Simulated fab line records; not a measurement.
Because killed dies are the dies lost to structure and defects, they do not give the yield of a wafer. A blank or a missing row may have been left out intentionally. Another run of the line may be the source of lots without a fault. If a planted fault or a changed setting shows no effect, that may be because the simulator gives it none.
A struck lot beside a sound one :: flow berkeleyCmos170 :: 38 steps out of a route of 331
Sound: wafers L485.1, L485.3, L485.5. Struck: wafers L477.3, L477.4, L477.6. The cause is named last.
Each step with rows lists, per side, the tool, then ch with its chambers, then its first start. Under that, the readings that differ: sound wafers :: struck wafers :: difference of the means :: sigmas: that difference in standard deviations of wafers without a fault.
alike: words and numbers the same on both sides, and readings whose means are apart by under 2 such deviations; not compared: readings that were withheld, readings missing a value for some wafer, numbers with overlapping values and no deviation given by the record, and bounds like >300 which may hide the same value.
The two part at a step that has a row with sigmas, a row that says differs or no value, or rows on one side only. Non-overlapping numbers with no deviation appear without sigmas and do not part them. A reading missing from all wafers of one side parts the sides only when that side holds two or more wafers.

UCB170_SPACER_CVD_00: deposits SiO2 from TEOS/O2, target thk 376 nm, time 47 s.
  sound on pecvd-02 ch 0,1,2, day 10 16:45; struck on pecvd-04 ch 0,1,2, day 9 03:27
  alike: heaterPowerW, pressureMtorr, susceptorTempC
UCB170_SPACER_THK_MEAS_01:
  sound on filmMetro-02 at day 10 16:47; struck on filmMetro-03 at day 9 03:31
  alike: SPACER_TEOS_THK
then, 8 steps without rows for these wafers: UCB170_SPACER_ANNEAL_02 (time 1800 s); UCB170_SPACER_ETCHBACK_03 (etches SiO2 in CHF3/CF4/Ar, stops on Si, target depth 376 nm, time 100 s); UCB170_PSD_HMDS_00 (prime time 60 s); UCB170_PSD_COAT_01 (resist thk 900 nm); UCB170_PSD_SOFTBAKE_02 (time 60 s); UCB170_PSD_EXPOSE_03 (exposes mask PSELECT MOD, target cd 1200 nm); UCB170_PSD_PEB_04; UCB170_PSD_DEVELOP_05 (develop time 45 s).
UCB170_PSD_CD_MEAS_06 targets a cd of 1200 nm.
  sound on cdSem-02 at day 10 20:05; struck on cdSem-02 at day 9 11:11
  alike: cdNm
UCB170_PSD_OVL_MEAS_07:
  sound on overlay-01 at day 10 20:12; struck on overlay-02 at day 9 11:17
  alike: PSD_OVL
UCB170_PSD_IMPLANT_08:
  sound on implanter-04 ch 0, day 10 20:14; struck on implanter-03 ch 0, day 9 11:21
UCB170_PSD_STRIP_09: strips in O2.
  sound on plasmaAsher-02 ch 0,1, day 10 20:23; struck on plasmaAsher-04 ch 0,1, day 9 11:29
reading: stripTimeToEndpointS (s)
sound: 29.53 29.55 29.49
struck: 29.32 29.20 29.20
difference: -0.28
sigmas: -4
  alike: drypumpMotorCurrentA, oesProductAu
  not compared: rfHoursCounterH
UCB170_PSD_TW_MEAS_10:
  sound on filmMetro-02 at day 10 20:29; struck on filmMetro-04 at day 9 11:34
  alike: PSD_TW
then, 7 steps without rows for these wafers: UCB170_PSD_CLEAN_11 (cleans in SPM, time 600 s); UCB170_NSD_HMDS_00 (prime time 60 s); UCB170_NSD_COAT_01 (resist thk 900 nm); UCB170_NSD_SOFTBAKE_02 (time 60 s); UCB170_NSD_EXPOSE_03 (exposes mask NSELECT MOD, target cd 1200 nm); UCB170_NSD_PEB_04; UCB170_NSD_DEVELOP_05 (develop time 45 s).
UCB170_NSD_CD_MEAS_06 targets a cd of 1200 nm.
  sound on cdSem-02 at day 10 22:16; struck on cdSem-01 at day 9 12:54
  alike: cdNm
UCB170_NSD_OVL_MEAS_07:
  sound on overlay-01 at day 10 22:23; struck on overlay-02 at day 9 12:59
  alike: NSD_OVL
after that, 1 step had no rows for these wafers: UCB170_NSD_IMPLANT_08.
UCB170_NSD_STRIP_09: strips in O2.
  sound on plasmaAsher-03 ch 0,1, day 10 22:34; struck on plasmaAsher-01 ch 0,1, day 9 13:12
  alike: drypumpMotorCurrentA, oesProductAu, stripTimeToEndpointS
  not compared: rfHoursCounterH
UCB170_NSD_TW_MEAS_10:
  sound on filmMetro-01 at day 10 22:40; struck on filmMetro-02 at day 9 13:17
reading: NSD_TW
sound: 4191 4206 4191
struck: 4277 4258 4279
difference: +75
sigmas: +2
then, 4 steps without rows for these wafers: UCB170_NSD_CLEAN_11 (cleans in SPM, time 600 s); UCB170_BACKSIDE_HMDS_00 (prime time 60 s); UCB170_BACKSIDE_COAT_01 (resist thk 900 nm); UCB170_BACKSIDE_SOFTBAKE_02 (time 60 s).
UCB170_BACKSIDE_STRIP_03: strips in O2.
  sound on plasmaAsher-02 ch 0,1, day 10 23:53; struck on plasmaAsher-02 ch 0,1, day 9 14:11
  alike: drypumpMotorCurrentA, oesProductAu, stripTimeToEndpointS
  not compared: rfHoursCounterH
then, 2 steps without rows for these wafers: UCB170_BACKSIDE_CLEAN_04 (cleans in SPM, time 600 s); UCB170_SDANNEAL_RTA_00 (time 10 s).
UCB170_SDANNEAL_RTA_01: time 5 s.
  sound on rtpAnneal-01 ch 0, day 11 00:13; struck on rtpAnneal-02 ch 0, day 9 14:31
  alike: annealTempCMax, lampPowerPct, wafer_temp_C_max
UCB170_SDANNEAL_RS_MEAS_02: uses a four-point probe to measure.
  sound on filmMetro-04 at day 11 00:17; struck on filmMetro-01 at day 9 14:37
reading: PSD_RS (ohm/sq)
sound: 75.6 75.8 75.7
struck: 76.5 76.8 76.8
difference: +1.0
sigmas: +3
  not compared: hold
UCB170_SDANNEAL_RS_MEAS_03: uses a four-point probe to measure.
  sound on filmMetro-04 at day 11 00:24; struck on filmMetro-01 at day 9 14:44
  alike: NSD_RS
UCB170_M3_PROBE_99:
  rows exist in the record for the sound wafers here (prober-01, day 12 04:00), none for the struck ones

## WHERE THEY PART
Earliest at UCB170_PSD_STRIP_09; latest, in this record, at UCB170_M3_PROBE_99.

WHY: the cause the simulator had injected
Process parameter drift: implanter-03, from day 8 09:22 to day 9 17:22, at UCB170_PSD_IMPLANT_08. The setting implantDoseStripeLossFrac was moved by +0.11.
